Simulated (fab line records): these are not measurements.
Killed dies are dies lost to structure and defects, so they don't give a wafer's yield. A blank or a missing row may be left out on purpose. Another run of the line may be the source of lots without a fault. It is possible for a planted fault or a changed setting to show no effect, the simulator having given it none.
Which tool did it? + flow berkeley cmos170 + 21 wafers from 7 lots sampled at 2 of the route's 331 steps

## WHAT THE GAUGES READ, wafer by wafer
UCB170_START_THK_MEAS_03.
| lot  | measured    | on            | START_OXIDE_THK (nm) |
|------|-------------|---------------|----------------------|
| L950 | day 1 17:38 | film metro-01 | 19.4 19.5 19.3       |
| L953 | day 2 09:59 | film metro-01 | 20.0 20.1 19.5       |
| L955 | day 2 19:29 | film metro-04 | 20.5 20.7 20.6       |
| L957 | day 3 06:35 | film metro-01 | 20.0 19.5 19.7       |
| L960 | day 3 23:11 | film metro-03 | 17.6 17.4 17.2       |
| L966 | day 5 02:07 | film metro-04 | 20.5 20.2 20.1       |
| L972 | day 6 09:41 | film metro-04 | 19.7 19.8 19.8       |

## EACH LOT AND THE TOOL THAT RAN IT (in order: tool; ch and the chambers of the sampled wafers; start)
| lot  | UCB170_START_OXIDATION_02    |
|------|------------------------------|
| L950 | furnace-02 ch 0, day 1 16:07 |
| L953 | furnace-02 ch 0, day 2 08:29 |
| L955 | furnace-03 ch 0, day 2 17:59 |
| L957 | furnace-03 ch 0, day 3 05:05 |
| L960 | furnace-03 ch 0, day 3 21:41 |
| L966 | furnace-02 ch 0, day 5 00:37 |
| L972 | furnace-01 ch 0, day 6 08:10 |
- UCB170_START_OXIDATION_02: target thk 20 nm, ox time 1800 s.

## THE ANSWER, worked out from the rows above alone
Rule: the usual values come from the lots themselves. The widest of any qualifying gaps counts: lots, ordered by their means at a reading, are off when they make up no more than a third of the lots, leave a main group of 4 or more, and stand apart from it by 3 or more times the standard deviation of that group's means. A main group whose means are all the same, to the digits that the tables above print for the reading, isn't used. A lot without any number at a reading at which 4 lots or more have one is off too. The other lots that the step has rows for count as sound.
Off: L960, at UCB170_START_THK_MEAS_03 (START_OXIDE_THK). The main group: mean 19.9 nm, standard deviation 0.39.
If a tool, at a process step before that reading, ran all the lots that are off and no sound lot after the first of them, it fits. Gauges at UCB170_START_THK_MEAS_03: tried the same way as those tools. 2 tools fit, furnace-03 at UCB170_START_OXIDATION_02 and film metro-03 at UCB170_START_THK_MEAS_03, so this cannot tell which one it is.

## WHAT THE SIMULATOR HAD PUT IN
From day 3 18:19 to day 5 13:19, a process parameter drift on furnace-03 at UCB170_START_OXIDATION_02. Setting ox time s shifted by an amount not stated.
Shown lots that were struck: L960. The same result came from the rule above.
